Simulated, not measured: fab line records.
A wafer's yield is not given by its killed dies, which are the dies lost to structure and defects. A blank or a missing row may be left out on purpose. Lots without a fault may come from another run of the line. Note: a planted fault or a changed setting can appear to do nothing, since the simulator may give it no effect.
One fault seen from 2 desks ; flow berkeley-cmos170 ; each desk holds nothing but its own numbers, with what lay behind them at the end

## AT THE TOOL OWNER'S DESK: pvd-sputter-03
The tool's own readings at UCB170_M3_SPUTTER_01 (material Al, target thk 900 nm, time 120 s): means of the sampled wafers that have a number, for each lot that ran on this tool. A lot is out of limits, marked OUT, if its mean lies more than 4 standard deviations from the usual mean; the brackets give that distance.
Columns: A = throttle-valve-pct at UCB170_M3_SPUTTER_01, usual 30.0 %
lot;first seen here;A
L298;day 9 09:44;30.8
L299;day 9 18:33;30.2
L302;day 10 00:39;30.7
L303;day 10 19:08;30.4
L309;day 11 14:08;30.9
L314;day 11 17:52;30.8
L316;day 12 07:12;30.6
This desk found nothing out of limits on any of the 7 lots.

## FROM THE METROLOGY DESK
Lot by lot, what the gauges showed, no matter which tool ran the lot: averages of those sampled wafers that carry a number. A lot is out of limits, marked OUT, if its mean lies more than 4 standard deviations from the usual mean; the brackets give that distance.
Columns: A = cd-nm at UCB170_M2_CD_MEAS_90, usual 700.7 nm; B = V2_BOW at UCB170_V2_BOW_MEAS_03, usual 37 um; C = M3_AL_RS at UCB170_M3_RS_MEAS_02, usual 0.0322 ohm/sq; D = M3_AL_THK at UCB170_M3_THK_MEAS_03, usual 892 nm; E = M3_OVL at UCB170_M3_OVL_MEAS_16, usual -1 nm
lot;first seen here;A;B;C;D;E
L298;day 9 05:50;702.1;50;0.0323;888;-8
L299;day 9 13:26;698.1;37;0.0321;891;5
L300;day 9 17:14;700.3;28;0.0329;873;6
L302;day 9 22:05;702.8;22;0.0320;899;9
L301;day 10 05:25;702.4;38;0.0325;886;9
L305;day 10 15:03;700.8;39;0.0325;888;-5
L303;day 10 15:20;705.7;34;0.0320;896;-1
L304;day 10 18:28;698.3;34;0.0318;906;4
L308;day 11 04:34;698.3;34;0.0321;893;-10
L309;day 11 10:50;698.2;34;0.0318;905;-8
L310;day 11 12:12;697.2;39;0.0330;874;-0
L314;day 11 15:07;700.5;37;0.0322;893;-5
L316;day 12 04:38;703.6;46;0.0334;861;-7
This desk found nothing out of limits on any of the 13 lots.

## TAKEN TOGETHER
The tool owner's desk saw nothing out of limits.
The metrology desk saw nothing out of limits.

## WHAT THE SIMULATOR HAD INSERTED
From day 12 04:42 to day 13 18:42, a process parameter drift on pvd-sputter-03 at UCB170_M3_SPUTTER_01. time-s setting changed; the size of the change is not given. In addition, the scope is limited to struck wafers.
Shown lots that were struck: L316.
